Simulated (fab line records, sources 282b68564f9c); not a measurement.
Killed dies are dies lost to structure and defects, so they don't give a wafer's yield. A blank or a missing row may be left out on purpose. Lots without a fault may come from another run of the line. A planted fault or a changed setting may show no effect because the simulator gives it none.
A struck lot beside a sound one | flow rit_cmos | 16 steps out of a route of 202
Sound: wafers L970.1, L970.4, L970.5. Struck: wafers L980.3, L980.5, L980.6. The cause comes at the end.
At each step with rows: each side's tool, then ch and its chambers, then its first start. Under that, the readings that differ: sound wafers | struck wafers | difference of the means | sigmas: that difference in standard deviations of wafers without a fault.
alike: readings whose means differ by less than 2 such deviations, and words and numbers that are the same on both sides. not compared: withheld readings, readings that some wafer has no value for, bounds like >300 that may hide the same value, and numbers for which the record gives no deviation and whose values overlap.
The two part at a step that has a row with sigmas, a row that says differs or no value, or rows on one side only. Numbers that don't overlap but have no deviation are shown without sigmas and don't part them. A reading that every wafer of one side lacks parts them only if that side has two wafers or more.

first, 1 step without rows for these wafers: RIT_PSD_IMPLANT_08.
RIT_PSD_STRIP_09: strips in O2, time 180 s.
  sound on plasma_asher-01 ch 0,1, day 3 11:14; struck on plasma_asher-04 ch 0,1, day 5 11:41
  alike: drypump_motor_current_A, rf_refl_power_W
  not compared: rf_hours_counter_h
RIT_PSD_TW_MEAS_10:
  sound on film_metro-01, day 3 11:24; struck on film_metro-02, day 5 11:50
  alike: PSD_TW
then, 3 steps without rows for these wafers: RIT_SDANNEAL_CLEAN_00 (cleans in SC1, time 600 s); RIT_SDANNEAL_CLEAN_01 (cleans in dHF, time 30 s); RIT_SDANNEAL_CLEAN_02 (cleans in SC2, time 600 s).
RIT_SDANNEAL_RTA_03: time 5 s.
  sound on rtp_anneal-02 ch 0, day 3 11:50; struck on rtp_anneal-02 ch 0, day 5 12:17
  alike: ramp_down_c_per_s, wafer_temp_C_max
RIT_SDANNEAL_RS_MEAS_04: measures by four-point-probe.
  sound on film_metro-04, day 3 11:53; struck on film_metro-04, day 5 12:22
  alike: PSD_RS
RIT_SDANNEAL_RS_MEAS_05: measures by four-point-probe.
  sound on film_metro-04, day 3 12:01; struck on film_metro-04, day 5 12:29
  alike: NSD_RS
RIT_SDANNEAL_RS_MEAS_06: measures by four-point-probe.
  sound on film_metro-04, day 3 12:08; struck on film_metro-04, day 5 12:36
  alike: PLDD_RS
RIT_SDANNEAL_RS_MEAS_07: measures by four-point-probe.
  sound on film_metro-04, day 3 12:15; struck on film_metro-04, day 5 12:43
  alike: NLDD_RS
then, 1 step without rows for these wafers: RIT_SILICIDE_WET_ETCH_00 (etches SiO2 in BOE, target depth 14 nm, time 15 s).
RIT_SILICIDE_SPUTTER_01: material Ti, target thk 30 nm, time 240 s.
  sound on pvd_sputter-02, day 3 12:23; struck on pvd_sputter-01, day 5 12:49
  no value came back on the struck wafers for cathode_dc_power_W (W), chamber_pressure_pa (Pa), throttle_valve_pct (%); on the sound wafers cathode_dc_power_W (W) reads 350.05 350.04 349.98
RIT_SILICIDE_RS_MEAS_02: measures by four-point-probe.
  sound on film_metro-03, day 3 12:32; struck on film_metro-02, day 5 13:01
  reading                 | sound          | struck | difference                    | sigmas
  SILICIDE_TI_RS (ohm/sq) | 47.2 46.9 46.7 | - - -  | no value on the struck wafers |
RIT_SILICIDE_THK_MEAS_03: measures by xrf.
  sound on film_metro-03, day 3 12:39; struck on film_metro-02, day 5 13:07
  reading              | sound          | struck         | difference | sigmas
  SILICIDE_TI_THK (nm) | 30.2 30.4 30.4 | <0.0 <0.0 <0.0 | differs    |
RIT_SILICIDE_RTA_04: time 10 s, ramp up 5 s, ramp down 5 s.
  sound on rtp_anneal-01 ch 0, day 3 12:43; struck on rtp_anneal-01 ch 0, day 5 13:10
  alike: wafer_temp_C_max

WHERE THEY PART
First at RIT_SILICIDE_SPUTTER_01; last, within this record, at RIT_SILICIDE_THK_MEAS_03. Later steps at which nothing parts them and some readings are alike: RIT_SILICIDE_RTA_04.

WHY: what the simulator had put in
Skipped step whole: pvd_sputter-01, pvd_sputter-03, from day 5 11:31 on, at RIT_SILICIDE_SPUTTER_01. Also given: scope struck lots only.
